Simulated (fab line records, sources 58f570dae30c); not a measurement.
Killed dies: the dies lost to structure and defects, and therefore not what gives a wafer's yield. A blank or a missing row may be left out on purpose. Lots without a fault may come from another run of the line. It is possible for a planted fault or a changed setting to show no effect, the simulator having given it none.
fab line records -- flow berkeleyCmos170
record lots=13, wafers=39, lastDay=11
route steps=331 shown PWELL@44 ACTIVE@76 FIELD@126 SDANNEAL@205
lots that met no fault: taken from a fault-free run of the same line
startH: hours from the record's first day to the start of the lot's first wafer shown -- waitH: hours since the lot's step before -- " same as the row above -- L1.1+2: a single row standing in for several wafers -- - value missing, or start not given -- * or withheld: withheld -- < > ~ a bound
route shown NAME@n: a module of which the file shows steps, and the number in the route of the first -- usual: the fault-free wafers' mean and standard deviation -- same: alike in all rows -- chamber/n: place in a boat -- sites: readings site by site -- _std_site: the values' standard deviation -- _edge_site: the outer-site mean with the inner-site mean subtracted -- radiusMm: how far each site lies from the wafer's centre -- mask NAME#n: copy n -- behind: the most recent tool/chamber to have shaped the wafer -- hold: reason for holding the lot/hours on hold/outcome of the hold -- device: which transistor (n, p or np) failed to switch -- end of line: the tests these same wafers got at the end of their route -- a step given without rows: its recipe and nothing more -- killed: dies lost to structure and defects at the first sort, not the wafer's yield -- map: shows each die of a wafer: x if killed, . if not, _ if none is there
set.NAME: the setting as run; set.NAME@STEP: as run at that earlier step -- model.NAME: the simulator's own value behind a step, which no gauge read
the route's steps for a sample of lots (tables are steps, rows are wafers)
services: a tool's chamber out of use, with start hour (startH, from the record's first day; less than 0 if before it), hours out, and reason
## steps
# step UCB170_PWELL_EXPOSE_10
# recipe maskId=PWELL, targetCdNm=3000, na=0.5, sigmaOuter=0.6, sourceShape=conventional, doseMj=19
lot.wafer,tool,chamber,startH,waitH,mask
L319.1+2+6,krfScanner-02,0,46.68,0.2,PWELL#0
L321.1+2+3,krfScanner-02,0,61.70,0.4,PWELL#0
L323.1+4+6,krfScanner-01,0,72.24,0.3,PWELL#0
L324.3+4+6,krfScanner-02,0,78.35,0.2,PWELL#0
L328.1+2+6,krfScanner-02,0,86.76,0.2,PWELL#0
L326.2+3+6,krfScanner-01,0,87.02,0.4,PWELL#0
L327.1+3+4,krfScanner-02,0,87.36,0.4,NWELL#0
L338.2+3+5,krfScanner-02,0,143.04,0.1,PWELL#0
L337.2+3+4,krfScanner-01,0,146.69,0.2,PWELL#0
L339.2+4+6,krfScanner-01,0,146.80,0.4,PWELL#0
L341.3+4+6,krfScanner-02,0,152.58,0.2,PWELL#0
L340.1+2+4,krfScanner-01,0,154.53,0.2,PWELL#0
L342.1+3+4,krfScanner-01,0,161.64,0.1,PWELL#0
# step UCB170_PWELL_OVL_MEAS_13
# usual PWELL_OVL=-1/5.4
lot.wafer,tool,chamber,startH,waitH,PWELL_OVL[nm]
L319.1,overlay-01,-,47.07,-,-5
L319.2,overlay-01,-,47.07,-,1
L319.6,overlay-01,-,47.07,-,1
L321.1,overlay-01,-,62.09,-,-4
L321.2,overlay-01,-,62.09,-,0
L321.3,overlay-01,-,62.09,-,-5
L323.1,overlay-01,-,72.81,-,-4
L323.4,overlay-01,-,72.81,-,4
L323.6,overlay-01,-,72.81,-,-6
L324.3,overlay-01,-,78.72,-,-9
L324.4,overlay-01,-,78.72,-,-2
L324.6,overlay-01,-,78.72,-,2
L328.1,overlay-02,-,87.47,-,0
L328.2,overlay-02,-,87.47,-,8
L328.6,overlay-02,-,87.47,-,9
L326.2,overlay-01,-,87.64,-,-5
L326.3,overlay-01,-,87.64,-,-3
L326.6,overlay-01,-,87.64,-,2
L327.1,overlay-01,-,87.91,-,-
L327.3,overlay-01,-,87.91,-,-
L327.4,overlay-01,-,87.91,-,-
L338.2,overlay-01,-,143.42,-,-7
L338.3,overlay-01,-,143.42,-,1
L338.5,overlay-01,-,143.42,-,-6
L337.2,overlay-02,-,147.06,-,-2
L337.3,overlay-02,-,147.06,-,4
L337.4,overlay-02,-,147.06,-,-7
L339.2,overlay-01,-,147.27,-,-8
L339.4,overlay-01,-,147.27,-,-6
L339.6,overlay-01,-,147.27,-,-9
L341.3,overlay-01,-,153.42,-,7
L341.4,overlay-01,-,153.42,-,4
L341.6,overlay-01,-,153.42,-,0
L340.1,overlay-01,-,155.27,-,-6
L340.2,overlay-01,-,155.27,-,-4
L340.4,overlay-01,-,155.27,-,-5
L342.1,overlay-02,-,162.37,-,1
L342.3,overlay-02,-,162.37,-,0
L342.4,overlay-02,-,162.37,-,-5
# step UCB170_PWELL_TW_MEAS_17
# usual PWELL_TW=378/3.7
lot.wafer,tool,chamber,startH,waitH,hold,PWELL_TW
L319.1,filmMetro-03,-,47.46,0.1,-,381
L319.2,filmMetro-03,-,47.46,0.1,-,380
L319.6,filmMetro-03,-,47.46,0.1,-,379
L321.1,filmMetro-03,-,62.47,0.1,-,376
L321.2,filmMetro-03,-,62.47,0.1,-,379
L321.3,filmMetro-03,-,62.47,0.1,-,380
L323.1,filmMetro-03,-,73.20,0.1,-,380
L323.4,filmMetro-03,-,73.20,0.1,-,379
L323.6,filmMetro-03,-,73.20,0.1,-,379
L324.3,filmMetro-01,-,79.11,0.1,-,372
L324.4,filmMetro-01,-,79.11,0.1,-,372
L324.6,filmMetro-01,-,79.11,0.1,-,370
L328.1,filmMetro-04,-,87.86,0.1,-,380
L328.2,filmMetro-04,-,87.86,0.1,-,376
L328.6,filmMetro-04,-,87.86,0.1,-,377
L326.2,filmMetro-03,-,88.04,0.1,-,380
L326.3,filmMetro-03,-,88.04,0.1,-,380
L326.6,filmMetro-03,-,88.04,0.1,-,378
L327.1,filmMetro-04,-,88.30,0.1,awaitDispo/0.2h/release,30
L327.3,filmMetro-04,-,88.30,0.1,awaitDispo/0.2h/release,30
L327.4,filmMetro-04,-,88.30,0.1,awaitDispo/0.2h/release,30
L327.1,filmMetro-04,-,88.53,0.2,-,30
L327.3,filmMetro-04,-,88.53,0.2,-,30
L327.4,filmMetro-04,-,88.53,0.2,-,30
L338.2,filmMetro-04,-,143.81,0.1,-,376
L338.3,filmMetro-04,-,143.81,0.1,-,376
L338.5,filmMetro-04,-,143.81,0.1,-,376
L337.2,filmMetro-01,-,147.45,0.1,-,370
L337.3,filmMetro-01,-,147.45,0.1,-,371
L337.4,filmMetro-01,-,147.45,0.1,-,371
L339.2,filmMetro-04,-,147.66,0.1,-,384
L339.4,filmMetro-04,-,147.66,0.1,-,384
L339.6,filmMetro-04,-,147.66,0.1,-,384
L341.3,filmMetro-03,-,153.82,0.1,-,381
L341.4,filmMetro-03,-,153.82,0.1,-,381
L341.6,filmMetro-03,-,153.82,0.1,-,379
L340.1,filmMetro-03,-,155.66,0.1,-,379
L340.2,filmMetro-03,-,155.66,0.1,-,382
L340.4,filmMetro-03,-,155.66,0.1,-,381
L342.1,filmMetro-03,-,162.75,0.1,-,381
L342.3,filmMetro-03,-,162.75,0.1,-,381
L342.4,filmMetro-03,-,162.75,0.1,-,379
# step UCB170_ACTIVE_STRIP_16
# recipe chemistry=O2, powerW=400, pressureMtorr=3500, platenTempC=withheld, o2FlowSccm=400, overashFraction=0.5
# usual chamberPressureMTorr=3500/3.2, drypumpMotorCurrentA=5.6/0.36, oesProductAu=0.721/0.0046, stripTimeToEndpointS=18.36/0.12
lot.wafer,tool,chamber,startH,waitH,chamberPressureMTorr,drypumpMotorCurrentA,oesProductAu,rfHoursCounterH,stripTimeToEndpointS
L319.1,plasmaAsher-04,0,78.35,0.1,3510,5.4,0.722,36,18.28
L319.2,plasmaAsher-04,1,78.35,0.1,3502,5.4,0.727,36,18.36
L319.6,plasmaAsher-04,0,78.35,0.1,3500,5.5,0.714,-,18.40
L321.1,plasmaAsher-04,0,90.53,0.1,3496,5.4,0.728,38,18.29
L321.2,plasmaAsher-04,1,90.53,0.1,3497,5.4,0.724,38,18.41
L321.3,plasmaAsher-04,1,90.53,0.1,3505,5.4,0.727,-,18.41
L324.3,plasmaAsher-01,0,107.26,0.1,3493,5.0,0.719,-,18.24
L324.4,plasmaAsher-01,1,107.26,0.1,3497,5.9,0.718,-,18.44
L324.6,plasmaAsher-01,1,107.26,0.1,3498,5.8,0.721,-,18.26
L323.1,plasmaAsher-04,0,107.53,0.1,3501,5.4,0.725,40,18.44
L323.4,plasmaAsher-04,1,107.53,0.1,3506,5.4,0.720,-,18.38
L323.6,plasmaAsher-04,1,107.53,0.1,3499,5.4,0.716,-,18.45
L326.2,plasmaAsher-02,0,116.10,0.1,3502,5.8,0.723,40,18.42
L326.3,plasmaAsher-02,1,116.10,0.1,3504,6.0,0.721,-,18.29
L326.6,plasmaAsher-02,0,116.10,0.1,3499,5.8,0.721,-,18.26
L328.1,plasmaAsher-02,0,116.45,0.1,3504,5.9,0.719,40,18.36
L328.2,plasmaAsher-02,1,116.45,0.1,3497,6.0,0.719,40,18.25
L328.6,plasmaAsher-02,0,116.45,0.1,3500,5.9,0.730,-,18.31
L338.2,plasmaAsher-01,1,169.95,0.1,3490,5.9,0.721,45,18.33
L338.3,plasmaAsher-01,1,169.95,0.1,3497,5.8,0.722,-,18.30
L338.5,plasmaAsher-01,1,169.95,0.1,3495,5.8,0.721,-,18.30
L337.2,plasmaAsher-04,0,170.07,0.1,3497,5.5,0.729,5,18.40
L337.3,plasmaAsher-04,0,170.07,0.1,3496,5.5,0.722,-,18.46
L337.4,plasmaAsher-04,1,170.07,0.1,3505,5.4,0.721,-,18.55
L339.2,plasmaAsher-02,1,170.31,0.1,3505,6.0,0.723,47,18.42
L339.4,plasmaAsher-02,0,170.31,0.1,3498,5.9,0.717,-,18.52
L339.6,plasmaAsher-02,0,170.31,0.1,3498,5.9,0.713,-,18.30
L340.1,plasmaAsher-02,1,180.23,0.1,3495,6.1,0.714,48,18.46
L340.2,plasmaAsher-02,0,180.23,0.1,3501,5.9,0.720,48,18.43
L340.4,plasmaAsher-02,1,180.23,0.1,3501,6.1,0.716,-,18.27
L341.3,plasmaAsher-01,1,180.51,0.1,3497,5.9,0.721,-,18.19
L341.4,plasmaAsher-01,0,180.51,0.1,3498,5.0,0.723,-,18.51
L341.6,plasmaAsher-01,1,180.51,0.1,3501,5.8,0.723,-,18.40
L342.1,plasmaAsher-02,1,190.90,0.1,3501,6.0,0.732,49,18.49
L342.3,plasmaAsher-02,1,190.90,0.1,3499,6.0,0.724,-,18.22
L342.4,plasmaAsher-02,0,190.90,0.1,3504,5.9,0.718,-,18.46
# step UCB170_FIELD_THK_MEAS_91
# recipe reads=SiO2_of_FIELD_OXIDATION_01
# usual FIELD_OXIDE_LEFT_2_THK=357/10
lot.wafer,tool,chamber,startH,waitH,FIELD_OXIDE_LEFT_2_THK[nm]
L319.1,filmMetro-01,-,106.59,0.0,358
L319.2,filmMetro-01,-,106.59,0.0,367
L319.6,filmMetro-01,-,106.59,0.0,351
L321.1,filmMetro-01,-,123.19,0.0,352
L321.2,filmMetro-01,-,123.19,0.0,364
L321.3,filmMetro-01,-,123.19,0.0,351
L323.1,filmMetro-03,-,135.63,0.0,360
L323.4,filmMetro-03,-,135.63,0.0,349
L323.6,filmMetro-03,-,135.63,0.0,346
L324.3,filmMetro-03,-,136.70,0.0,368
L324.4,filmMetro-03,-,136.70,0.0,366
L324.6,filmMetro-03,-,136.70,0.0,362
L328.1,filmMetro-04,-,153.04,0.0,347
L328.2,filmMetro-04,-,153.04,0.0,354
L328.6,filmMetro-04,-,153.04,0.0,357
L326.2,filmMetro-03,-,153.33,0.0,351
L326.3,filmMetro-03,-,153.33,0.0,345
L326.6,filmMetro-03,-,153.33,0.0,351
L338.2,filmMetro-01,-,200.67,0.0,349
L338.3,filmMetro-01,-,200.67,0.0,353
L338.5,filmMetro-01,-,200.67,0.0,349
L339.2,filmMetro-04,-,200.83,0.0,350
L339.4,filmMetro-04,-,200.83,0.0,353
L339.6,filmMetro-04,-,200.83,0.0,348
L337.2,filmMetro-01,-,201.16,0.0,356
L337.3,filmMetro-01,-,201.16,0.0,364
L337.4,filmMetro-01,-,201.16,0.0,366
L340.1,filmMetro-04,-,213.96,0.0,382
L340.2,filmMetro-04,-,213.96,0.0,387
L340.4,filmMetro-04,-,213.96,0.0,390
L341.3,filmMetro-01,-,213.98,0.0,347
L341.4,filmMetro-01,-,213.98,0.0,343
L341.6,filmMetro-01,-,213.98,0.0,350
L342.1,filmMetro-01,-,224.63,0.0,361
L342.3,filmMetro-01,-,224.63,0.0,352
L342.4,filmMetro-01,-,224.63,0.0,359
# step UCB170_SDANNEAL_RTA_01
# recipe tempC=1050, timeS=5, ambient=N2
# usual annealTempCMax=1054.9/0.91, lampPowerPct=36.83/0.2, wafer_temp_C_max=1055.4/2.3
lot.wafer,tool,chamber,startH,waitH,annealTempCMax,lampPowerPct,wafer_temp_C_max
L319.1,rtpAnneal-01,0,135.05,0.1,1054.5,36.59,1056.5
L319.2,rtpAnneal-01,0,135.05,0.1,1055.5,36.68,1057.8
L319.6,rtpAnneal-01,0,135.05,0.1,1054.7,36.62,1057.8
L321.1,rtpAnneal-01,0,151.57,0.1,1054.5,36.66,1055.8
L321.2,rtpAnneal-01,0,151.57,0.1,1054.7,36.64,1056.5
L321.3,rtpAnneal-01,0,151.57,0.1,1055.9,36.63,1056.2
L323.1,rtpAnneal-02,0,162.91,0.1,1053.7,37.03,1052.1
L323.4,rtpAnneal-02,0,162.91,0.1,1053.8,37.02,1052.6
L323.6,rtpAnneal-02,0,162.91,0.1,1054.2,37.02,1053.6
L324.3,rtpAnneal-01,0,162.95,0.1,1054.4,36.68,1056.7
L324.4,rtpAnneal-01,0,162.95,0.1,1055.1,36.60,1057.3
L324.6,rtpAnneal-01,0,162.95,0.1,1056.0,36.55,1056.9
L326.2,rtpAnneal-02,0,177.58,0.1,1054.7,37.07,1052.9
L326.3,rtpAnneal-02,0,177.58,0.1,1054.5,36.97,1053.6
L326.6,rtpAnneal-02,0,177.58,0.1,1055.0,36.98,1052.3
L328.1,rtpAnneal-01,0,177.62,0.1,1054.9,36.61,1056.0
L328.2,rtpAnneal-01,0,177.62,0.1,1053.7,36.63,1055.3
L328.6,rtpAnneal-01,0,177.62,0.1,1057.9,36.61,1057.0
L339.2,rtpAnneal-02,0,225.57,0.1,1055.0,37.06,1053.4
L339.4,rtpAnneal-02,0,225.57,0.1,1055.0,36.99,1052.8
L339.6,rtpAnneal-02,0,225.57,0.1,1055.6,37.01,1053.3
L337.2,rtpAnneal-01,0,226.24,0.1,1055.7,36.60,1056.7
L337.3,rtpAnneal-01,0,226.24,0.1,1054.5,36.62,1057.5
L337.4,rtpAnneal-01,0,226.24,0.1,1055.6,36.62,1058.5
L338.2,rtpAnneal-02,0,227.06,0.1,1054.5,36.99,1052.6
L338.3,rtpAnneal-02,0,227.06,0.1,1056.1,37.05,1052.5
L338.5,rtpAnneal-02,0,227.06,0.1,1053.9,36.99,1052.2
L341.3,rtpAnneal-02,0,240.20,0.1,1055.5,37.10,1052.5
L341.4,rtpAnneal-02,0,240.20,0.1,1054.7,37.02,1054.0
L341.6,rtpAnneal-02,0,240.20,0.1,1055.1,37.01,1053.4
L340.1,rtpAnneal-02,0,242.62,0.1,1054.4,36.98,1053.9
L340.2,rtpAnneal-02,0,242.62,0.1,1055.0,37.07,1053.5
L340.4,rtpAnneal-02,0,242.62,0.1,1053.8,37.04,1053.8
L342.1,rtpAnneal-01,0,246.33,0.1,1054.3,36.61,1056.9
L342.3,rtpAnneal-01,0,246.33,0.1,1053.8,36.64,1056.8
L342.4,rtpAnneal-01,0,246.33,0.1,1054.1,36.74,1057.5
## services
tool,chamber,startH,hours,kind
krfScanner-02,-,27.22,4.4,pm
plasmaAsher-01,-,42.69,9.5,repair
krfScanner-02,0,57.35,-,calibration
krfScanner-01,-,59.59,1.0,pm
plasmaAsher-01,-,75.13,1.6,repair
plasmaAsher-02,-,88.82,5.4,repair
krfScanner-01,-,97.13,1.3,pm
plasmaAsher-04,-,108.75,9.0,pm
plasmaAsher-04,0,108.75,9.0,ventCycle
plasmaAsher-04,1,108.75,9.0,ventCycle
plasmaAsher-04,0,117.75,-,clean
plasmaAsher-04,1,117.75,-,clean
plasmaAsher-04,-,123.07,2.8,pm
plasmaAsher-04,-,132.69,1.2,repair
krfScanner-02,-,135.52,3.6,pm
krfScanner-02,-,145.82,1.3,pm
krfScanner-02,-,148.86,0.8,pm
krfScanner-01,-,152.99,0.8,pm
krfScanner-02,-,153.74,1.0,pm
rtpAnneal-01,-,165.01,3.7,pm
krfScanner-02,-,165.39,4.0,pm
krfScanner-01,0,167.25,-,calibration
krfScanner-01,-,228.59,1.0,pm
krfScanner-02,0,235.99,-,calibration
## key
firstSign step=UCB170_PWELL_EXPOSE_10, reading=mask, direction=changed
effect step=UCB170_PWELL_OVL_MEAS_13, reading=PWELL_OVL, direction=missing
effect step=UCB170_PWELL_TW_MEAS_17, reading=visit, direction=added
effect step=UCB170_PWELL_TW_MEAS_17, reading=PWELL_TW, direction=down, sigmas=94, usual=378, struck=30
metAt UCB170_PWELL_EXPOSE_10
struckLots L327
scrappedBehind UCB170_PWELL_TW_MEAS_17 L327.1,L327.3,L327.4
notActingAt UCB170_ACTIVE_STRIP_16,UCB170_FIELD_THK_MEAS_91,UCB170_SDANNEAL_RTA_01
onsetBetween 86.76 87.36
fault kind=wrongMask, tool=any, chamber=-, onsetH=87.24, steps=UCB170_PWELL_EXPOSE_10, auxCopy=NWELL#0, scope=struckLotsOnly
